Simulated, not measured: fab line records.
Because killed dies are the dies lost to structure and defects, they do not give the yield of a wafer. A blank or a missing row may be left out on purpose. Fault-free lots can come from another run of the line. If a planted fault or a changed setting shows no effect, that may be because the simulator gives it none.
One fault seen from 2 desks / flow berkeley-cmos170 / numbers are kept per desk, each desk with only its own; the story behind them comes last

== THE TOOL OWNER'S DESK: rie-metal-04 ==
The tool's own readings at UCB170_M3_METAL_ETCH_18 (etches Al in Cl2/BCl3, stops on SiO2, target depth 1170 nm, time 195 s): means of the sampled wafers that have a number, for each lot that ran on this tool. If a lot's mean is further than 4 standard deviations from the usual mean, the lot is out of limits and carries the mark OUT (the distance appears in the brackets).
Columns: A = drypump-motor-current-A at UCB170_M3_METAL_ETCH_18, usual 6.01 A; B = oes-product-au at UCB170_M3_METAL_ETCH_18, usual 0.860 a.u.; C = run-length-s at UCB170_M3_METAL_ETCH_18, usual 223.0 s; D = throttle-valve-pct at UCB170_M3_METAL_ETCH_18, usual 24.4 %
lot=L584; first seen here=day 9 16:28; A=5.79; B=0.851; C=223.4; D=23.8
lot=L587; first seen here=day 10 08:46; A=5.70; B=0.865; C=223.0; D=24.6
lot=L589; first seen here=day 11 05:13; A=5.75; B=0.852; C=223.2; D=24.2
lot=L588; first seen here=day 11 05:56; A=5.77; B=0.997 (+12) OUT; C=194.5 (-71) OUT; D=23.7
lot=L592; first seen here=day 11 12:34; A=5.81; B=0.997 (+12) OUT; C=194.0 (-72) OUT; D=23.7
lot=L594; first seen here=day 11 14:25; A=5.79; B=0.990 (+12) OUT; C=194.2 (-72) OUT; D=23.7
This desk's verdict: out of limits on L588, L592, L594, starting with L588 at day 11 05:56 (oes-product-au at UCB170_M3_METAL_ETCH_18). Within limits: L584, L587, L589.

== METROLOGY DESK ==
Means of the sampled wafers that have a number, per lot and without regard to the tool the lot ran on: this is what the gauges read. If a lot's mean is further than 4 standard deviations from the usual mean, the lot is out of limits and carries the mark OUT (the distance appears in the brackets).
Columns: A = V2_TEOS_THK at UCB170_V2_THK_MEAS_01, usual 2095 nm
lot=L580; first seen here=day 8 15:43; A=2116
lot=L585; first seen here=day 9 06:06; A=2104
lot=L584; first seen here=day 9 10:46; A=2101
lot=L586; first seen here=day 10 01:23; A=2070
lot=L587; first seen here=day 10 01:37; A=2100
lot=L590; first seen here=day 10 15:32; A=2085
lot=L588; first seen here=day 10 19:46; A=2104
lot=L589; first seen here=day 10 19:54; A=2115
lot=L592; first seen here=day 11 05:28; A=2098
lot=L595; first seen here=day 11 05:55; A=2083
lot=L593; first seen here=day 11 05:56; A=2089
lot=L594; first seen here=day 11 06:46; A=2043
lot=L596; first seen here=day 11 07:04; A=2090
lot=L597; first seen here=day 12 04:40; A=2130
lot=L602; first seen here=day 12 09:52; A=2064
Finding of this desk: none of the 15 lots has anything out of limits.

== TAKEN TOGETHER ==
An alarm could have come from the tool owner's desk at day 11 05:56, on L588, L592, L594.
Nothing out of limits was seen by the metrology desk.
The metrology desk has L588, L592, L594 on record, within its limits.
On rie-metal-04, each named lot ran UCB170_M3_METAL_ETCH_18.

== WHAT HAD BEEN PUT IN BY THE SIMULATOR ==
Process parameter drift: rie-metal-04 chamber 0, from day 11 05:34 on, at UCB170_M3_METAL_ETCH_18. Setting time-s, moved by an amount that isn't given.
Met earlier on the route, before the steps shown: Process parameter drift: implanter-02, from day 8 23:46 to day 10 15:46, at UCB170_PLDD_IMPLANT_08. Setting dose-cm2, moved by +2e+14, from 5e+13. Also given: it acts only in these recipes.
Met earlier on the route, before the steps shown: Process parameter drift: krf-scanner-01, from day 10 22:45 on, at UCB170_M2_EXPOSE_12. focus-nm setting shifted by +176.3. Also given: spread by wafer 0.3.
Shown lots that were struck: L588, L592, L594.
How many hours passed from the start of the fault until each desk's first out-of-limits reading: the tool owner's desk, 0.
